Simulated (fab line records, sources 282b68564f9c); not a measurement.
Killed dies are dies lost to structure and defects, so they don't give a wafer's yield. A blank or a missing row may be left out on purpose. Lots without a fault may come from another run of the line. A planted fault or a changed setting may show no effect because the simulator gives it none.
One fault seen from 2 desks | flow rit_cmos | each desk has only its own numbers; what lay behind them comes last

THE TOOL OWNER'S DESK: implanter-03
The tool's own readings at RIT_NRETRO_IMPLANT_08: means of the sampled wafers that have a number, for each lot that ran on this tool. A lot is out of limits, marked OUT, if its mean lies more than 4 standard deviations from the usual mean; the brackets give that distance.
Columns: A = beam_energy_keV at RIT_NRETRO_IMPLANT_08, usual 70.001; B = dose_ions_cm2 at RIT_NRETRO_IMPLANT_08, usual 9.998e+12
lot  | first seen here | A                        | B
L670 | day 2 10:05     | 69.983                   | 9.989e+12
L676 | day 3 17:19     | 64.099 (-99 or more) OUT | 1.000e+13
L679 | day 4 07:17     | 64.103 (-99 or more) OUT | 1.000e+13
L692 | day 7 01:38     | 69.988                   | 1.001e+13
This desk's finding: out of limits on L676, L679; first on L676, day 3 17:19 (beam_energy_keV at RIT_NRETRO_IMPLANT_08). In limits: L670, L692.

THE METROLOGY DESK
What the gauges read, lot by lot, whatever tool the lot ran on: means of the sampled wafers that have a number. A lot is out of limits, marked OUT, if its mean lies more than 4 standard deviations from the usual mean; the brackets give that distance.
Columns: A = NRETRO_TW at RIT_NRETRO_TW_MEAS_10, usual 1045
lot  | first seen here | A
L669 | day 2 06:20     | 1045
L670 | day 2 10:25     | 1045
L671 | day 2 17:32     | 1044
L676 | day 3 17:37     | 1026
L678 | day 4 03:46     | 1048
L679 | day 4 07:37     | 1029
L682 | day 5 01:53     | 1045
L683 | day 5 06:23     | 1046
L685 | day 5 15:08     | 1042
L686 | day 5 18:34     | 1046
L687 | day 6 00:17     | 1037
L690 | day 6 17:05     | 1041
L691 | day 6 19:29     | 1052
L692 | day 7 01:55     | 1047
This desk's finding: nothing out of limits on any of the 14 lots.

PUT TOGETHER
The tool owner's desk could have raised an alarm at day 3 17:19, on L676, L679.
The metrology desk saw nothing out of limits.
The metrology desk has L676, L679 on record, within its limits.
Of the lots named, all ran RIT_NRETRO_IMPLANT_08 on implanter-03.

WHAT THE SIMULATOR HAD PUT IN
Process parameter drift: implanter-03, from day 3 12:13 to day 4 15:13, at RIT_NRETRO_IMPLANT_08. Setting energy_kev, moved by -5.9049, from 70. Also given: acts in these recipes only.
Lots struck among those shown: L676, L679.
Hours from the fault's start to each desk's first reading out of limits: the tool owner's desk, 5.
